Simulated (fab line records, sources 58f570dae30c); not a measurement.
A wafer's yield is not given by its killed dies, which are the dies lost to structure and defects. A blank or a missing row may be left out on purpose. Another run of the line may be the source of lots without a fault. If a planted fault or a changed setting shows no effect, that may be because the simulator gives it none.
Which tool did it? / flow berkeley_cmos170 / 39 wafers from 13 lots sampled at 6 of the route's 331 steps

## WHAT THE GAUGES SHOWED, per wafer
UCB170_NSD_TW_MEAS_10.
lot=L760; measured=day 7 13:52; on=film_metro-02; NSD_TW=4133 4133 4126
lot=L761; measured=day 8 07:10; on=film_metro-04; NSD_TW=4176 4191 4176
lot=L762; measured=day 8 07:22; on=film_metro-02; NSD_TW=4156 4149 4139
lot=L766; measured=day 9 01:39; on=film_metro-01; NSD_TW=4178 4155 4167
lot=L764; measured=day 9 01:54; on=film_metro-02; NSD_TW=4125 4118 4121
lot=L767; measured=day 9 12:14; on=film_metro-02; NSD_TW=4109 4141 4141
lot=L768; measured=day 9 12:23; on=film_metro-04; NSD_TW=4177 4156 4180
lot=L771; measured=day 10 10:38; on=film_metro-04; NSD_TW=4183 4179 4188
lot=L776; measured=day 11 21:52; on=film_metro-01; NSD_TW=4213 4215 4212
lot=L775; measured=day 11 22:05; on=film_metro-04; NSD_TW=30 30 30
lot=L780; measured=day 12 15:07; on=film_metro-04; NSD_TW=4176 4192 4190
lot=L783; measured=day 13 14:31; on=film_metro-04; NSD_TW=4205 4214 4203
lot=L782; measured=day 13 14:47; on=film_metro-02; NSD_TW=4139 4153 4113

UCB170_SDANNEAL_RS_MEAS_02: measures by four-point-probe.
lot=L760; measured=day 7 16:58; on=film_metro-04; PSD_RS (ohm/sq)=75.32 75.32 75.22
lot=L761; measured=day 8 08:43; on=film_metro-01; PSD_RS (ohm/sq)=75.42 75.86 75.57
lot=L762; measured=day 8 08:41; on=film_metro-02; PSD_RS (ohm/sq)=75.65 75.74 75.53
lot=L766; measured=day 9 02:55; on=film_metro-02; PSD_RS (ohm/sq)=75.73 75.70 75.85
lot=L764; measured=day 9 03:17; on=film_metro-04; PSD_RS (ohm/sq)=74.98 75.03 75.24
lot=L767; measured=day 9 13:21; on=film_metro-04; PSD_RS (ohm/sq)=75.31 75.78 75.56
lot=L768; measured=day 9 13:37; on=film_metro-01; PSD_RS (ohm/sq)=75.08 75.31 75.49
lot=L771; measured=day 10 11:53; on=film_metro-02; PSD_RS (ohm/sq)=76.25 75.69 75.41
lot=L776; measured=day 11 23:00; on=film_metro-02; PSD_RS (ohm/sq)=75.96 75.89 75.73
lot=L775; measured=day 11 23:31; on=film_metro-04; PSD_RS (ohm/sq)=76.02 75.94 75.62
lot=L780; measured=day 12 16:13; on=film_metro-01; PSD_RS (ohm/sq)=75.77 75.65 75.32
lot=L783; measured=day 13 15:40; on=film_metro-04; PSD_RS (ohm/sq)=76.04 76.08 75.90
lot=L782; measured=day 13 15:56; on=film_metro-02; PSD_RS (ohm/sq)=75.80 75.64 75.60

UCB170_SILICIDE_RS_MEAS_02: measures by four-point-probe.
lot=L760; measured=day 7 17:33; on=film_metro-04; SILICIDE_TI_RS (ohm/sq)=26.86 26.48 26.61
lot=L761; measured=day 8 09:17; on=film_metro-03; SILICIDE_TI_RS (ohm/sq)=26.01 26.14 25.84
lot=L762; measured=day 8 09:16; on=film_metro-04; SILICIDE_TI_RS (ohm/sq)=26.85 26.85 26.86
lot=L766; measured=day 9 03:29; on=film_metro-03; SILICIDE_TI_RS (ohm/sq)=26.38 26.32 26.84
lot=L764; measured=day 9 03:52; on=film_metro-03; SILICIDE_TI_RS (ohm/sq)=25.86 25.85 25.95
lot=L767; measured=day 9 13:56; on=film_metro-02; SILICIDE_TI_RS (ohm/sq)=26.45 26.22 25.99
lot=L768; measured=day 9 14:12; on=film_metro-03; SILICIDE_TI_RS (ohm/sq)=26.47 26.80 26.26
lot=L771; measured=day 10 12:28; on=film_metro-03; SILICIDE_TI_RS (ohm/sq)=26.75 26.48 27.16
lot=L776; measured=day 11 23:35; on=film_metro-02; SILICIDE_TI_RS (ohm/sq)=26.52 26.77 26.92
lot=L775; measured=day 12 00:05; on=film_metro-02; SILICIDE_TI_RS (ohm/sq)=26.88 26.67 26.84
lot=L780; measured=day 12 16:48; on=film_metro-03; SILICIDE_TI_RS (ohm/sq)=26.59 26.36 26.34
lot=L783; measured=day 13 16:14; on=film_metro-04; SILICIDE_TI_RS (ohm/sq)=26.78 26.85 27.01
lot=L782; measured=day 13 16:31; on=film_metro-03; SILICIDE_TI_RS (ohm/sq)=26.16 26.20 26.29

UCB170_CONTACT_THK_MEAS_02.
lot=L760; measured=day 7 21:05; on=film_metro-01; CONTACT_PSG_THK (nm)=694 692 693
lot=L761; measured=day 8 11:34; on=film_metro-01; CONTACT_PSG_THK (nm)=716 717 715
lot=L762; measured=day 8 11:33; on=film_metro-04; CONTACT_PSG_THK (nm)=686 689 679
lot=L766; measured=day 9 05:43; on=film_metro-04; CONTACT_PSG_THK (nm)=703 699 704
lot=L764; measured=day 9 07:03; on=film_metro-04; CONTACT_PSG_THK (nm)=697 693 700
lot=L767; measured=day 9 16:16; on=film_metro-01; CONTACT_PSG_THK (nm)=700 705 699
lot=L768; measured=day 9 16:28; on=film_metro-04; CONTACT_PSG_THK (nm)=705 698 704
lot=L771; measured=day 10 15:12; on=film_metro-01; CONTACT_PSG_THK (nm)=697 707 706
lot=L776; measured=day 12 02:52; on=film_metro-04; CONTACT_PSG_THK (nm)=703 704 705
lot=L775; measured=day 12 02:51; on=film_metro-03; CONTACT_PSG_THK (nm)=703 699 706
lot=L780; measured=day 12 20:44; on=film_metro-01; CONTACT_PSG_THK (nm)=688 691 686
lot=L783; measured=day 13 18:28; on=film_metro-03; CONTACT_PSG_THK (nm)=688 693 692
lot=L782; measured=day 13 19:10; on=film_metro-03; CONTACT_PSG_THK (nm)=705 703 706

## TOOL THAT RAN EACH LOT (tool first, then ch and the chambers of the sampled wafers, then the start)
lot=L760; UCB170_PSD_STRIP_09=plasma_asher-04 ch 0,1, day 7 11:58; UCB170_NSD_STRIP_09=plasma_asher-02 ch 0, day 7 13:46
lot=L761; UCB170_PSD_STRIP_09=plasma_asher-03 ch 1, day 8 04:49; UCB170_NSD_STRIP_09=plasma_asher-02 ch 0,1, day 8 07:04
lot=L762; UCB170_PSD_STRIP_09=plasma_asher-02 ch 0,1, day 8 05:04; UCB170_NSD_STRIP_09=plasma_asher-01 ch 0,1, day 8 07:16
lot=L766; UCB170_PSD_STRIP_09=plasma_asher-03 ch 0,1, day 8 23:56; UCB170_NSD_STRIP_09=plasma_asher-02 ch 0,1, day 9 01:33
lot=L764; UCB170_PSD_STRIP_09=plasma_asher-02 ch 0,1, day 9 00:13; UCB170_NSD_STRIP_09=plasma_asher-01 ch 0,1, day 9 01:48
lot=L767; UCB170_PSD_STRIP_09=plasma_asher-02 ch 0,1, day 9 10:10; UCB170_NSD_STRIP_09=plasma_asher-01 ch 0,1, day 9 12:08
lot=L768; UCB170_PSD_STRIP_09=plasma_asher-03 ch 0,1, day 9 10:26; UCB170_NSD_STRIP_09=plasma_asher-02 ch 0,1, day 9 12:17
lot=L771; UCB170_PSD_STRIP_09=plasma_asher-03 ch 1, day 10 08:05; UCB170_NSD_STRIP_09=plasma_asher-02 ch 0,1, day 10 10:32
lot=L776; UCB170_PSD_STRIP_09=plasma_asher-02 ch 0,1, day 11 17:02; UCB170_NSD_STRIP_09=plasma_asher-01 ch 0,1, day 11 21:47
lot=L775; UCB170_PSD_STRIP_09=plasma_asher-02 ch 0, day 11 17:17; UCB170_NSD_STRIP_09=plasma_asher-02 ch 0,1, day 11 21:59
lot=L780; UCB170_PSD_STRIP_09=plasma_asher-03 ch 0,1, day 12 13:32; UCB170_NSD_STRIP_09=plasma_asher-01 ch 0,1, day 12 15:01
lot=L783; UCB170_PSD_STRIP_09=plasma_asher-04 ch 0,1, day 13 12:47; UCB170_NSD_STRIP_09=plasma_asher-01 ch 0,1, day 13 14:24
lot=L782; UCB170_PSD_STRIP_09=plasma_asher-03 ch 0,1, day 13 13:04; UCB170_NSD_STRIP_09=plasma_asher-04 ch 0,1, day 13 14:43
- UCB170_PSD_STRIP_09: strips in O2.
- UCB170_NSD_STRIP_09: strips in O2.

## AS READ BY THE TOOLS THEMSELVES (means over the sampled wafers that have a number; for cases with no such wafer, the mark the record gives instead)
UCB170_PSD_STRIP_09.
lot=L760; tool=plasma_asher-04; drypump_motor_current_A (A)=6.0; oes_product_au (a.u.)=0.601; strip_time_to_endpoint_s (s)=29.35
lot=L761; tool=plasma_asher-03; drypump_motor_current_A (A)=5.3; oes_product_au (a.u.)=0.600; strip_time_to_endpoint_s (s)=29.31
lot=L762; tool=plasma_asher-02; drypump_motor_current_A (A)=5.3; oes_product_au (a.u.)=0.597; strip_time_to_endpoint_s (s)=29.42
lot=L766; tool=plasma_asher-03; drypump_motor_current_A (A)=6.1; oes_product_au (a.u.)=0.604; strip_time_to_endpoint_s (s)=29.44
lot=L764; tool=plasma_asher-02; drypump_motor_current_A (A)=5.2; oes_product_au (a.u.)=0.598; strip_time_to_endpoint_s (s)=29.50
lot=L767; tool=plasma_asher-02; drypump_motor_current_A (A)=5.2; oes_product_au (a.u.)=0.603; strip_time_to_endpoint_s (s)=29.29
lot=L768; tool=plasma_asher-03; drypump_motor_current_A (A)=5.7; oes_product_au (a.u.)=0.596; strip_time_to_endpoint_s (s)=29.52
lot=L771; tool=plasma_asher-03; drypump_motor_current_A (A)=5.3; oes_product_au (a.u.)=0.600; strip_time_to_endpoint_s (s)=29.48
lot=L776; tool=plasma_asher-02; drypump_motor_current_A (A)=5.3; oes_product_au (a.u.)=0.599; strip_time_to_endpoint_s (s)=29.37
lot=L775; tool=plasma_asher-02; drypump_motor_current_A (A)=5.4; oes_product_au (a.u.)=0.432; strip_time_to_endpoint_s (s)=-
lot=L780; tool=plasma_asher-03; drypump_motor_current_A (A)=5.7; oes_product_au (a.u.)=0.599; strip_time_to_endpoint_s (s)=29.45
lot=L783; tool=plasma_asher-04; drypump_motor_current_A (A)=6.0; oes_product_au (a.u.)=0.602; strip_time_to_endpoint_s (s)=29.38
lot=L782; tool=plasma_asher-03; drypump_motor_current_A (A)=5.7; oes_product_au (a.u.)=0.601; strip_time_to_endpoint_s (s)=29.29

UCB170_NSD_STRIP_09.
lot=L760; tool=plasma_asher-02; drypump_motor_current_A (A)=5.4; oes_product_au (a.u.)=0.534; strip_time_to_endpoint_s (s)=35.82
lot=L761; tool=plasma_asher-02; drypump_motor_current_A (A)=5.3; oes_product_au (a.u.)=0.534; strip_time_to_endpoint_s (s)=35.67
lot=L762; tool=plasma_asher-01; drypump_motor_current_A (A)=5.5; oes_product_au (a.u.)=0.532; strip_time_to_endpoint_s (s)=35.74
lot=L766; tool=plasma_asher-02; drypump_motor_current_A (A)=5.2; oes_product_au (a.u.)=0.536; strip_time_to_endpoint_s (s)=35.83
lot=L764; tool=plasma_asher-01; drypump_motor_current_A (A)=5.4; oes_product_au (a.u.)=0.532; strip_time_to_endpoint_s (s)=35.87
lot=L767; tool=plasma_asher-01; drypump_motor_current_A (A)=5.3; oes_product_au (a.u.)=0.535; strip_time_to_endpoint_s (s)=35.77
lot=L768; tool=plasma_asher-02; drypump_motor_current_A (A)=5.3; oes_product_au (a.u.)=0.534; strip_time_to_endpoint_s (s)=35.81
lot=L771; tool=plasma_asher-02; drypump_motor_current_A (A)=5.2; oes_product_au (a.u.)=0.534; strip_time_to_endpoint_s (s)=35.81
lot=L776; tool=plasma_asher-01; drypump_motor_current_A (A)=5.3; oes_product_au (a.u.)=0.534; strip_time_to_endpoint_s (s)=35.76
lot=L775; tool=plasma_asher-02; drypump_motor_current_A (A)=5.3; oes_product_au (a.u.)=0.607; strip_time_to_endpoint_s (s)=56.18
lot=L780; tool=plasma_asher-01; drypump_motor_current_A (A)=5.5; oes_product_au (a.u.)=0.533; strip_time_to_endpoint_s (s)=35.73
lot=L783; tool=plasma_asher-01; drypump_motor_current_A (A)=5.5; oes_product_au (a.u.)=0.539; strip_time_to_endpoint_s (s)=35.73
lot=L782; tool=plasma_asher-04; drypump_motor_current_A (A)=6.0; oes_product_au (a.u.)=0.536; strip_time_to_endpoint_s (s)=35.71

## THE ANSWER, worked out from the rows above alone
Rule: usual is defined by the lots themselves. The widest of any qualifying gaps counts: lots, ordered by their means at a reading, are off when they make up no more than a third of the lots, leave a main group of 4 or more, and stand apart from it by 3 or more times the standard deviation of that group's means. A main group is skipped when, at the precision printed for the reading in the tables above, its means are all equal. Also off: a lot with no number at a reading for which 4 or more lots have one. Any other lot the step has rows for is counted as sound. First the gauges in route order, then the tools' own readings, where a lot's mean is used as printed above. The first step at which some lot is off is used, and at that step the reading that is off furthest; a lot without a number counts as furthest.
Off: L775, at UCB170_NSD_TW_MEAS_10 (NSD_TW). Main group: mean 4164, sd 30.
A tool fits if, at a process step before that reading, it ran every lot that is off, and no sound lot after the first of them. Not tried: the gauges at UCB170_NSD_TW_MEAS_10; whatever is off there is also off at UCB170_PSD_STRIP_09, on other tools, and gauge error can't account for it. One fits: plasma_asher-02 at UCB170_PSD_STRIP_09 and UCB170_NSD_STRIP_09. At UCB170_PSD_STRIP_09 its last sound lot is L776 (day 11 17:02), its first lot that is off L775 (day 11 17:17): a fault that began between those two fits.
On the lots that are off, the tool's own readings at UCB170_PSD_STRIP_09 differ by more than 5 times the standard deviation of the sound lots' means, which bears it out; oes_product_au reads 0.432 a.u. there versus 0.600 a.u. on the sound lots.
Blank at UCB170_PSD_STRIP_09 on the lots that are off, where sound lots have numbers: strip_time_to_endpoint_s.

## WHAT THE SIMULATOR PUT IN
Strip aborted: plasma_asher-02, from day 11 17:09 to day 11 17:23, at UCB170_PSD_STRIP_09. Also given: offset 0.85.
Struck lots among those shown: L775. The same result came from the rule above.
